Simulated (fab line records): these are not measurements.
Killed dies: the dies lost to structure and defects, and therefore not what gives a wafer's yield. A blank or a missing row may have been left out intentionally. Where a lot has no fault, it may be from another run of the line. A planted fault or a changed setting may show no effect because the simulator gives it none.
fab line records	flow berkeleyCmos170
record lots=5	wafers=23
route steps=331 shown PSD@179 SDANNEAL@205 SILICIDE@211 M1@238 V1@268 V2@294
startH: start of the lot's first displayed wafer, in hours after the record's first day	waitH: hours elapsed since this lot's preceding step	" unchanged from the row above	L1.1+2: one row covering several wafers at once	- either no value or no given start	* or withheld: withheld	< > ~ a bound
route shown NAME@n: a module of which the file shows steps, and the number in the route of the first	usual: mean and standard deviation over wafers with no fault	same: alike in all rows	chamber/n: place in a boat	sites: readings site by site	_std_site: standard deviation of those values	_edge_site: outer sites' mean less inner sites'	radiusMm: how far each site lies from the wafer's centre	mask NAME#n: copy n	behind: the last tool/chamber to shape the wafer	hold: what put the lot on hold/how long, in hours/how the hold closed	device: the n, p or np transistor that did not switch	end of line: tests run on the same wafers once the route is complete	a step given without rows: its recipe and nothing more	killed: the dies lost at the first sort to structure and to defects; this is not the yield of the wafer	map: dies across one wafer; x = killed, . = not, _ = none there
set.NAME: the setting that was run; set.NAME@STEP: the one run at that earlier step	model.NAME: the simulator's own value behind a step, which no gauge read
lots where settings were altered on purpose, with a table for each step and a row for each wafer
## steps
# step UCB170_PSD_PEB_04
# recipe pebTempC=130	pebTimeS=withheld	resist=KrF
lot.wafer	tool	chamber	startH	waitH	set.pebTempC
L075.1+4+6	lithoTrack-01	0	190.93	0.2	130
L077.1+3+6	lithoTrack-02	0	191.32	0.2	130
L077.4+5	"	0	"	"	131.2
L076.1+2+6	lithoTrack-03	0	191.51	0.3	130
L076.3+5	"	0	"	"	133.2
L084.1+6	lithoTrack-01	0	212.16	0.2	130
L084.2+3+4	"	0	"	"	126.5
L083.1+2+4	lithoTrack-01	0	212.43	0.3	131.5
L083.3+5	"	0	"	"	130
# step UCB170_PSD_DEVELOP_05
# recipe developer=TMAH	developTimeS=45	resist=KrF	devTempC=21
# step UCB170_PSD_CD_MEAS_06
# recipe targetCdNm=1200
# usual cdNm=1199.8/1.2
lot.wafer	tool	chamber	startH	waitH	set.pebTempC@PSD_PEB_04	cdNm
L075.1	cdSem-01	-	191.21	-	130	1198.8
L075.4	"	-	"	"	130	1199.5
L075.6	"	-	"	"	130	1199.2
L077.1	cdSem-01	-	191.59	-	130	1198.4
L077.3	"	-	"	"	130	1198.5
L077.4	"	-	"	"	131.2	1208.9
L077.5	"	-	"	"	131.2	1208.3
L077.6	"	-	"	"	130	1201.3
L076.1	cdSem-02	-	191.79	-	130	1200.2
L076.2	"	-	"	"	130	1200.2
L076.3	"	-	"	"	133.2	1218.0
L076.5	"	-	"	"	133.2	1218.1
L076.6	"	-	"	"	130	1199.8
L084.1	cdSem-02	-	212.43	-	130	1196.5
L084.2	"	-	"	"	126.5	1169.2
L084.3	"	-	"	"	126.5	1172.5
L084.4	"	-	"	"	126.5	1171.5
L084.6	"	-	"	"	130	1199.4
L083.1	cdSem-02	-	212.71	-	131.5	1213.0
L083.2	"	-	"	"	131.5	1211.2
L083.3	"	-	"	"	130	1202.8
L083.4	"	-	"	"	131.5	1212.6
L083.5	"	-	"	"	130	1201.0
# step UCB170_PSD_IMPLANT_08
# recipe species=B	doseCm2=3e+15	energyKev=20.24	tiltDeg=7
# step UCB170_PSD_STRIP_09
# recipe chemistry=O2	powerW=400	pressureMtorr=3500	platenTempC=withheld	o2FlowSccm=400	overashFraction=0.5
# usual stripTimeToEndpointS=29.49/0.074
lot.wafer	tool	chamber	startH	waitH	set.resistThkNm@PSD_COAT_01	stripTimeToEndpointS
L075.1	plasmaAsher-04	1	191.51	0.1	900	29.44
L075.4	"	1	"	"	900	29.43
L075.6	"	0	"	"	900	29.39
L077.1	plasmaAsher-02	0	191.90	0.1	900	29.54
L077.3	"	1	"	"	900	29.43
L077.4	"	0	"	"	857	28.52
L077.5	"	1	"	"	857	28.47
L077.6	"	0	"	"	857	28.51
L076.1	plasmaAsher-03	0	192.10	0.1	900	29.54
L076.2	"	1	"	"	900	29.56
L076.3	"	0	"	"	900	29.50
L076.5	"	0	"	"	900	29.47
L076.6	"	1	"	"	900	29.51
L084.1	plasmaAsher-03	0	212.74	0.1	947.3	30.56
L084.2	"	1	"	"	947.3	30.68
L084.3	"	0	"	"	900	29.52
L084.4	"	1	"	"	947.3	30.54
L084.6	"	1	"	"	900	29.51
L083.1	plasmaAsher-03	1	213.01	0.1	865	28.72
L083.2	"	0	"	"	900	29.60
L083.3	"	1	"	"	865	28.75
L083.4	"	0	"	"	900	29.65
L083.5	"	0	"	"	900	29.63
# step UCB170_SDANNEAL_RTA_01
# recipe tempC=1050	timeS=5	ambient=N2
lot.wafer	tool	chamber	startH	waitH	set.timeS
L075.1+4+6	rtpAnneal-02	0	194.88	0.1	5
L076.1+2+3+5+6	rtpAnneal-01	0	198.26	0.1	5
L077.1+3+4+5+6	rtpAnneal-02	0	198.26	0.1	5
L084.1+3	rtpAnneal-01	0	216.71	0.1	5.304
L084.2+4+6	"	0	"	"	5
L083.1+4	rtpAnneal-01	0	216.97	0.1	5
L083.2+3+5	"	0	"	"	4.737
# step UCB170_SDANNEAL_RS_MEAS_02
# recipe thkMeasGauge=four-point-probe
# usual PSD_RS=75.52/0.27
lot.wafer	tool	chamber	startH	waitH	set.timeS@SDANNEAL_RTA_01	PSD_RS[ohm/sq]
L075.1	filmMetro-04	-	194.94	0.0	5	75.61
L075.4	"	-	"	"	5	75.82
L075.6	"	-	"	"	5	75.53
L076.1	filmMetro-02	-	198.31	0.0	5	74.83
L076.2	"	-	"	"	5	74.92
L076.3	"	-	"	"	5	75.19
L076.5	"	-	"	"	5	75.22
L076.6	"	-	"	"	5	75.34
L077.1	filmMetro-04	-	198.31	0.0	5	75.33
L077.3	"	-	"	"	5	75.78
L077.4	"	-	"	"	5	75.22
L077.5	"	-	"	"	5	75.41
L077.6	"	-	"	"	5	75.43
L084.1	filmMetro-02	-	216.77	0.0	5.304	74.83
L084.2	"	-	"	"	5	75.56
L084.3	"	-	"	"	5.304	74.87
L084.4	"	-	"	"	5	75.96
L084.6	"	-	"	"	5	75.68
L083.1	filmMetro-04	-	217.20	0.2	5	75.12
L083.2	"	-	"	"	4.737	76.08
L083.3	"	-	"	"	4.737	76.41
L083.4	"	-	"	"	5	75.16
L083.5	"	-	"	"	4.737	76.06
# step UCB170_SILICIDE_SPUTTER_01
# recipe material=Ti	targetThkNm=30	timeS=25	powerW=1500	chamberPressurePa=0.5
lot.wafer	tool	chamber	startH	waitH	set.timeS	model.Ti_of_SILICIDE_SPUTTER_01.thkNm
L075.1	pvdSputter-01	-	195.49	0.0	25	30.27
L075.4	"	-	"	"	25	30.35
L075.6	"	-	"	"	25	30.23
L076.1	pvdSputter-03	-	198.86	0.0	22.25	26.89
L076.2	"	-	"	"	25	30.37
L076.3	"	-	"	"	25	29.97
L076.5	"	-	"	"	25	30.31
L076.6	"	-	"	"	22.25	26.8
L077.1	pvdSputter-01	-	198.86	0.0	25	29.64
L077.3	"	-	"	"	25.97	30.43
L077.4	"	-	"	"	25.97	31
L077.5	"	-	"	"	25	29.79
L077.6	"	-	"	"	25.97	30.55
L084.1	pvdSputter-02	-	217.32	0.0	25	30.15
L084.2+6	"	-	"	"	25	30.25
L084.3	"	-	"	"	22.05	26.6
L084.4	"	-	"	"	22.05	26.48
L083.1	pvdSputter-03	-	217.74	0.0	25	29.99
L083.2	"	-	"	"	25	29.81
L083.3	"	-	"	"	25	29.69
L083.4	"	-	"	"	25	29.83
L083.5	"	-	"	"	25	29.5
# step UCB170_SILICIDE_RS_MEAS_02
# recipe thkMeasGauge=four-point-probe	reads=Ti_of_SILICIDE_SPUTTER_01
# usual SILICIDE_TI_RS=26.1/0.34
lot.wafer	tool	chamber	startH	waitH	set.timeS@SILICIDE_SPUTTER_01	SILICIDE_TI_RS[ohm/sq]
L075.1	filmMetro-03	-	195.52	0.0	25	25.9
L075.4	"	-	"	"	25	25.8
L075.6	"	-	"	"	25	25.9
L076.1	filmMetro-03	-	198.89	0.0	22.25	29.7
L076.2	"	-	"	"	25	25.8
L076.3	"	-	"	"	25	26.2
L076.5	"	-	"	"	25	25.8
L076.6	"	-	"	"	22.25	29.8
L077.1	filmMetro-01	-	198.89	0.0	25	26.5
L077.3	"	-	"	"	25.97	25.7
L077.4	"	-	"	"	25.97	25.1
L077.5	"	-	"	"	25	26.3
L077.6	"	-	"	"	25.97	25.6
L084.1	filmMetro-03	-	217.35	0.0	25	25.9
L084.2	"	-	"	"	25	25.9
L084.3	"	-	"	"	22.05	30.0
L084.4	"	-	"	"	22.05	30.2
L084.6	"	-	"	"	25	25.8
L083.1	filmMetro-03	-	217.77	0.0	25	26.1
L083.2	"	-	"	"	25	26.3
L083.3	"	-	"	"	25	26.4
L083.4	"	-	"	"	25	26.2
L083.5	"	-	"	"	25	26.6
# step UCB170_SILICIDE_THK_MEAS_03
# recipe thkMeasGauge=xrf	reads=Ti_of_SILICIDE_SPUTTER_01
# usual SILICIDE_TI_THK=29.6/0.34
lot.wafer	tool	chamber	startH	waitH	set.timeS@SILICIDE_SPUTTER_01	SILICIDE_TI_THK[nm]
L075.1	filmMetro-03	-	195.64	0.1	25	29.9
L075.4	"	-	"	"	25	29.9
L075.6	"	-	"	"	25	29.8
L076.1	filmMetro-03	-	199.01	0.1	22.25	26.5
L076.2	"	-	"	"	25	29.9
L076.3	"	-	"	"	25	29.7
L076.5	"	-	"	"	25	29.9
L076.6	"	-	"	"	22.25	26.4
L077.1	filmMetro-01	-	199.01	0.1	25	29.3
L077.3	"	-	"	"	25.97	30.2
L077.4	"	-	"	"	25.97	30.8
L077.5	"	-	"	"	25	29.3
L077.6	"	-	"	"	25.97	30.2
L084.1	filmMetro-03	-	217.47	0.1	25	29.7
L084.2	"	-	"	"	25	29.9
L084.3	"	-	"	"	22.05	26.2
L084.4	"	-	"	"	22.05	26.2
L084.6	"	-	"	"	25	29.9
L083.1	filmMetro-03	-	217.89	0.1	25	29.5
L083.2	"	-	"	"	25	29.3
L083.3	"	-	"	"	25	29.3
L083.4	"	-	"	"	25	29.4
L083.5	"	-	"	"	25	29.1
# step UCB170_M1_SPUTTER_00
# recipe material=Al	targetThkNm=600	timeS=80	powerW=6000	chamberPressurePa=0.5
lot.wafer	tool	chamber	startH	waitH	set.powerW	model.Al_of_M1_SPUTTER_00.thkNm
L075.1	pvdSputter-04	-	203.27	0.0	6000	604.7
L075.4	"	-	"	"	6000	599.8
L075.6	"	-	"	"	6000	612.6
L076.1	pvdSputter-01	-	204.71	0.0	5615	554.7
L076.2	"	-	"	"	6000	587.3
L076.3	"	-	"	"	5615	556.9
L076.5	"	-	"	"	5615	555.2
L076.6	"	-	"	"	6000	591.1
L077.1	pvdSputter-02	-	205.35	0.0	6000	596.7
L077.3	"	-	"	"	6000	596
L077.4	"	-	"	"	6000	597.3
L077.5	"	-	"	"	6000	600.3
L077.6	"	-	"	"	6000	594.7
L084.1	pvdSputter-01	-	222.64	0.0	5685	567.8
L084.2	"	-	"	"	5685	573.3
L084.3	"	-	"	"	6000	599.9
L084.4	"	-	"	"	6000	602.4
L084.6	"	-	"	"	6000	603.9
L083.1	pvdSputter-02	-	224.05	0.0	6679	661.8
L083.2	"	-	"	"	6000	597.3
L083.3	"	-	"	"	6000	597.1
L083.4	"	-	"	"	6000	606.3
L083.5	"	-	"	"	6679	668.1
# step UCB170_M1_RS_MEAS_01
# recipe thkMeasGauge=four-point-probe	reads=Al_of_M1_SPUTTER_00
# usual M1_AL_RS=0.0486/0.00055
lot.wafer	tool	chamber	startH	waitH	set.powerW@M1_SPUTTER_00	M1_AL_RS[ohm/sq]
L075.1	filmMetro-04	-	203.33	0.0	6000	0.0481
L075.4	"	-	"	"	6000	0.0485
L075.6	"	-	"	"	6000	0.0475
L076.1	filmMetro-04	-	204.77	0.0	5615	0.0525
L076.2	"	-	"	"	6000	0.0496
L076.3	"	-	"	"	5615	0.0523
L076.5	"	-	"	"	5615	0.0526
L076.6	"	-	"	"	6000	0.0494
L077.1	filmMetro-01	-	205.42	0.0	6000	0.0489
L077.3	"	-	"	"	6000	0.0488
L077.4	"	-	"	"	6000	0.0486
L077.5	"	-	"	"	6000	0.0486
L077.6	"	-	"	"	6000	0.0490
L084.1	filmMetro-02	-	222.70	0.0	5685	0.0514
L084.2	"	-	"	"	5685	0.0509
L084.3	"	-	"	"	6000	0.0486
L084.4	"	-	"	"	6000	0.0483
L084.6	"	-	"	"	6000	0.0482
L083.1	filmMetro-02	-	224.11	0.0	6679	0.0440
L083.2	"	-	"	"	6000	0.0487
L083.3	"	-	"	"	6000	0.0488
L083.4	"	-	"	"	6000	0.0480
L083.5	"	-	"	"	6679	0.0434
# step UCB170_M1_THK_MEAS_02
# recipe thkMeasGauge=xrf	reads=Al_of_M1_SPUTTER_00
# usual M1_AL_THK=607/8.1
lot.wafer	tool	chamber	startH	waitH	set.powerW@M1_SPUTTER_00	M1_AL_THK[nm]
L075.1	filmMetro-04	-	203.45	0.1	6000	617
L075.4	"	-	"	"	6000	613
L075.6	"	-	"	"	6000	624
L076.1	filmMetro-04	-	204.89	0.1	5615	568
L076.2	"	-	"	"	6000	600
L076.3	"	-	"	"	5615	573
L076.5	"	-	"	"	5615	565
L076.6	"	-	"	"	6000	606
L077.1	filmMetro-01	-	205.54	0.1	6000	609
L077.3	"	-	"	"	6000	607
L077.4	"	-	"	"	6000	608
L077.5	"	-	"	"	6000	611
L077.6	"	-	"	"	6000	602
L084.1	filmMetro-02	-	222.82	0.1	5685	572
L084.2	"	-	"	"	5685	579
L084.3	"	-	"	"	6000	603
L084.4	"	-	"	"	6000	608
L084.6	"	-	"	"	6000	610
L083.1	filmMetro-02	-	224.23	0.1	6679	667
L083.2	"	-	"	"	6000	600
L083.3	"	-	"	"	6000	601
L083.4	"	-	"	"	6000	610
L083.5	"	-	"	"	6679	674
# step UCB170_M1_METAL_ETCH_12
# recipe chemistry=Cl2/BCl3	target=Al	stopOn=PSG	pressureMtorr=12	targetDepthA=7800	overEtchFrac=0.3	timeS=130	icpW=600	biasW=120	Cl2_flow_sccm=90	bcl3FlowSccm=45
lot.wafer	tool	chamber	startH	waitH	set.timeS	model.KrF_of_M1_COAT_04.thkNm
L075.1	rieMetal-03	1	205.54	-	130	433.2
L075.4	"	0	"	"	130	452.8
L075.6	"	1	"	"	130	433.1
L076.1+3	rieMetal-02	0	207.55	-	116.2	-
L076.2	"	1	"	"	130	435
L076.5	"	1	"	"	130	-
L076.6	"	0	"	"	130	444.3
L077.1	rieMetal-04	0	208.25	-	130	429.5
L077.3	"	0	"	"	130	428.4
L077.4	"	1	"	"	130	442.7
L077.5	"	0	"	"	130	430
L077.6	"	1	"	"	130	438.4
L084.1+2	rieMetal-03	0,1	224.08	-	130	-
L084.3	"	1	"	"	130	432.8
L084.4	"	0	"	"	137.3	420.9
L084.6	"	1	"	"	137.3	402.6
L083.1	rieMetal-03	1	225.67	-	111.7	-
L083.2	"	0	"	"	111.7	510.8
L083.3	"	0	"	"	130	445.9
L083.4	"	1	"	"	130	430.8
L083.5	"	0	"	"	130	-
# step UCB170_V1_ETCH_14
# recipe chemistry=CHF3/CF4/Ar	target=SiO2	stopOn=Al	CHF3_flow_sccm=45	cf4FlowSccm=15	Ar_flow_sccm=150	pressureMtorr=200	rfW=700	targetDepthA=12500	overEtchFrac=0.25	timeS=291
lot.wafer	tool	chamber	startH	waitH	set.timeS	set.powerW@M1_SPUTTER_00	model.Al_of_M1_SPUTTER_00.thkNm	model.KrF_of_V1_COAT_07.thkNm
L075.1	rieDiel-02	0	209.63	0.0	291	6000	604.7	611.1
L075.4	"	3	"	"	291	6000	599.8	601.5
L075.6	"	1	"	"	291	6000	612.6	608.1
L076.1	rieDiel-03	1	212.38	0.0	291	5615	554.4	611.5
L076.2	"	0	"	"	291	6000	587.1	611.3
L076.3	"	2	"	"	291	5615	556.8	606.8
L076.5	"	0	"	"	253.9	5615	555.2	650
L076.6	"	2	"	"	253.9	6000	591.1	639
L077.1	rieDiel-04	1	214.45	0.0	291	6000	596.7	613.8
L077.3	"	2	"	"	318	6000	593.7	586.3
L077.4	"	0	"	"	291	6000	597.1	606.1
L077.5	"	3	"	"	318	6000	597.4	583.7
L077.6	"	0	"	"	291	6000	594.5	606.2
L084.1	rieDiel-02	1	229.25	0.0	291	5685	567.8	618.5
L084.2	"	3	"	"	253.4	5685	573.3	649.3
L084.3	"	0	"	"	253.4	6000	599.9	652.4
L084.4	"	2	"	"	253.4	6000	602.4	650
L084.6	"	1	"	"	291	6000	603.9	618.2
L083.1	rieDiel-02	1	234.08	0.0	291	6679	661.8	608
L083.2	"	3	"	"	314.1	6000	595	586.7
L083.3	"	2	"	"	314.1	6000	594.9	588.3
L083.4	"	0	"	"	291	6000	606.3	604.8
L083.5	"	2	"	"	291	6679	668.1	608.2
# step UCB170_V1_STRIP_15
# recipe chemistry=O2	powerW=400	pressureMtorr=3500	platenTempC=withheld	o2FlowSccm=400	overashFraction=0.5
# usual stripTimeToEndpointS=15.32/0.1
lot.wafer	tool	chamber	startH	waitH	set.timeS@V1_ETCH_14	stripTimeToEndpointS
L075.1	plasmaAsher-02	1	209.81	0.1	291	15.33
L075.4	"	0	"	"	291	15.09
L075.6	"	1	"	"	291	15.25
L076.1	plasmaAsher-02	0	212.55	0.1	291	15.36
L076.2	"	1	"	"	291	15.33
L076.3	"	1	"	"	291	15.23
L076.5	"	0	"	"	253.9	16.21
L076.6	"	1	"	"	253.9	15.92
L077.1	plasmaAsher-02	0	214.63	0.1	291	15.39
L077.3	"	0	"	"	318	14.74
L077.4	"	1	"	"	291	15.22
L077.5	"	1	"	"	318	14.69
L077.6	"	0	"	"	291	15.22
L084.1	plasmaAsher-01	0	229.43	0.1	291	15.49
L084.2	"	1	"	"	253.4	16.19
L084.3	"	0	"	"	253.4	16.25
L084.4	"	1	"	"	253.4	16.17
L084.6	"	0	"	"	291	15.50
L083.1	plasmaAsher-03	0	234.26	0.1	291	15.26
L083.2	"	1	"	"	314.1	14.76
L083.3	"	0	"	"	314.1	14.79
L083.4	"	1	"	"	291	15.19
L083.5	"	0	"	"	291	15.27
# step UCB170_V2_CMP_02
# recipe material=SiO2	downForcePsi=6	platenRpm=60	padVelocityMS=0.75398
lot.wafer	tool	chamber	startH	waitH	set.leaveAboveRefNm	model.SiO2_of_V2_CVD_00.thkNm
L075.4	cmp-02	1	213.72	0.0	1000	1001
L075.1	"	0	"	"	1000	1003
L075.6	"	1	"	"	1000	1002
L076.1+5	cmp-02	1	216.72	0.1	1000	1002
L076.3+6	"	2	"	"	1000	1001
L076.2	"	0	"	"	1000	1004
L077.4	cmp-02	0	218.01	0.0	1000	1002
L077.3	"	1	"	"	934.1	933.9
L077.1	"	2	"	"	1000	999.5
L077.5	"	0	"	"	934.1	935.5
L077.6	"	1	"	"	934.1	934.2
L084.4	cmp-02	1	233.70	0.0	1000	1001
L084.3	"	2	"	"	1000	999.6
L084.1	"	3	"	"	1000	1000
L084.2	"	0	"	"	930.1	933.1
L084.6	"	1	"	"	930.1	929.5
L083.1	cmp-02	1	238.13	0.1	1000	999.6
L083.2	"	2	"	"	1056	1056
L083.4	"	3	"	"	1000	999.9
L083.3	"	0	"	"	1056	1058
L083.5	"	2	"	"	1056	1057
# step UCB170_V2_THK_MEAS_04
# recipe reads=SiO2_of_V2_CVD_00
# usual V2_POLISHED_THK=1000.4/1.3
lot.wafer	tool	chamber	startH	waitH	set.leaveAboveRefNm@V2_CMP_02	V2_POLISHED_THK[nm]
L075.1	filmMetro-01	-	214.14	0.1	1000	1003.2
L075.4	"	-	"	"	1000	1001.7
L075.6	"	-	"	"	1000	1001.1
L076.1	filmMetro-04	-	217.14	0.1	1000	1001.7
L076.2	"	-	"	"	1000	1004.4
L076.3	"	-	"	"	1000	1001.8
L076.5	"	-	"	"	1000	1001.8
L076.6	"	-	"	"	1000	1001.2
L077.1	filmMetro-03	-	218.43	0.1	1000	999.4
L077.3	"	-	"	"	934.1	933.0
L077.4	"	-	"	"	1000	1002.5
L077.5	"	-	"	"	934.1	935.3
L077.6	"	-	"	"	934.1	934.3
L084.1	filmMetro-03	-	234.12	0.1	1000	1000.1
L084.2	"	-	"	"	930.1	933.1
L084.3	"	-	"	"	1000	999.8
L084.4	"	-	"	"	1000	999.9
L084.6	"	-	"	"	930.1	929.3
L083.1	filmMetro-04	-	238.55	0.1	1000	1000.0
L083.2	"	-	"	"	1056	1057.3
L083.3	"	-	"	"	1056	1057.8
L083.4	"	-	"	"	1000	1000.5
L083.5	"	-	"	"	1056	1057.2
## key
split step=UCB170_PSD_PEB_04	setting=pebTempC	stated=130	by=wafer
response step=UCB170_PSD_CD_MEAS_06	reading=cdNm	change=+8.86	per=1%	r=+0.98
split step=UCB170_SDANNEAL_RTA_01	setting=timeS	stated=5	by=wafer
response step=UCB170_SDANNEAL_RS_MEAS_02	reading=PSD_RS	change=-0.169	per=1%	r=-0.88
split step=UCB170_SILICIDE_SPUTTER_01	setting=timeS	stated=25	by=wafer
response step=UCB170_SILICIDE_SPUTTER_01	reading=model.Ti_of_SILICIDE_SPUTTER_01.thkNm	change=+0.306	per=1%	r=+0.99
response step=UCB170_SILICIDE_RS_MEAS_02	reading=SILICIDE_TI_RS	change=-0.347	per=1%	r=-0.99
response step=UCB170_SILICIDE_THK_MEAS_03	reading=SILICIDE_TI_THK	change=+0.304	per=1%	r=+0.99
split step=UCB170_M1_SPUTTER_00	setting=powerW	stated=6000	by=wafer
response step=UCB170_M1_SPUTTER_00	reading=model.Al_of_M1_SPUTTER_00.thkNm	change=+5.66	per=1%	r=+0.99
response step=UCB170_M1_RS_MEAS_01	reading=M1_AL_RS	change=-0.000446	per=1%	r=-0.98
response step=UCB170_M1_THK_MEAS_02	reading=M1_AL_THK	change=+5.78	per=1%	r=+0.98
response step=UCB170_V1_ETCH_14	reading=model.Al_of_M1_SPUTTER_00.thkNm	change=+5.75	per=1%	r=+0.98
split step=UCB170_M1_METAL_ETCH_12	setting=timeS	stated=130	by=wafer
response step=UCB170_M1_METAL_ETCH_12	reading=model.KrF_of_M1_COAT_04.thkNm	change=-4.95	per=1%	r=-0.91
split step=UCB170_V1_ETCH_14	setting=timeS	stated=291	by=wafer
response step=UCB170_V1_ETCH_14	reading=model.KrF_of_V1_COAT_07.thkNm	change=-2.58	per=1%	r=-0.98
response step=UCB170_V1_STRIP_15	reading=stripTimeToEndpointS	change=*	per=1%	r=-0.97
split step=UCB170_V2_CMP_02	setting=leaveAboveRefNm	stated=1000	by=wafer
response step=UCB170_V2_CMP_02	reading=model.SiO2_of_V2_CVD_00.thkNm	change=+10	per=1%	r=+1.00
response step=UCB170_V2_THK_MEAS_04	reading=V2_POLISHED_THK	change=+10	per=1%	r=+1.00
split outsideThisFile step=UCB170_PSD_COAT_01 setting=resistThkNm
# split outsideThisFile: this setting was split too, and the file shows its column; the key of that split is in another file
